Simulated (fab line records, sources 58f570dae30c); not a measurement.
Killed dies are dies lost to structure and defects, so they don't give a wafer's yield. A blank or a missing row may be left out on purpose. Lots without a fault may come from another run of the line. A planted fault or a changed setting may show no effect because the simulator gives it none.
Chamber matching | flow berkeley_cmos170 | UCB170_V1_CMP_02 on cmp-02: 4 sister chambers
The step polishes SiO2. 4 wafers are shown with their chamber, then 8 later ones without.

WAFERS WITH THEIR CHAMBER
wafer  | chamber | motor_current_A (A)
L348.4 | 2       | 18.7
L358.1 | 1       | 15.8
L358.5 | 3       | 17.6
L360.2 | 0       | 18.2

WAFERS WITHOUT THEIR CHAMBER
wafer  | motor_current_A (A)
L360.3 | 17.3
L360.4 | 18.7
L361.3 | 17.3
L361.4 | 19.0
L361.5 | 15.7
L363.4 | 18.5
L363.5 | 16.1
L363.6 | 19.2

WHICH CHAMBER EACH WENT THROUGH
wafer  | from the rows above     | in truth
L360.3 | 3                       | 3
L360.4 | can't be placed: 2 or 0 | 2
L361.3 | 3                       | 3
L361.4 | can't be placed: 2 or 0 | 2
L361.5 | 1                       | 1
L363.4 | can't be placed: 2 or 0 | 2
L363.5 | 1                       | 1
L363.6 | can't be placed: 2 or 0 | 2
Placed correctly: 4 of 8. Can't be placed from these rows: 4 (the true chamber is among the candidates in 4). Placed wrongly: 0.
How it was worked out, from the rows above alone: a wafer's distance from a chamber is the root of the sum, over the readings, of the square of ((its reading less the chamber's mean) divided by the reading's scatter). The wafer belongs to the nearest chamber; if the next one is less than 2 further off, it can't be placed. A chamber's mean is the mean of its shown wafers. The scatter: with one shown wafer a chamber, the root of the mean of the squares of how far each hidden wafer lies from its nearest shown one.
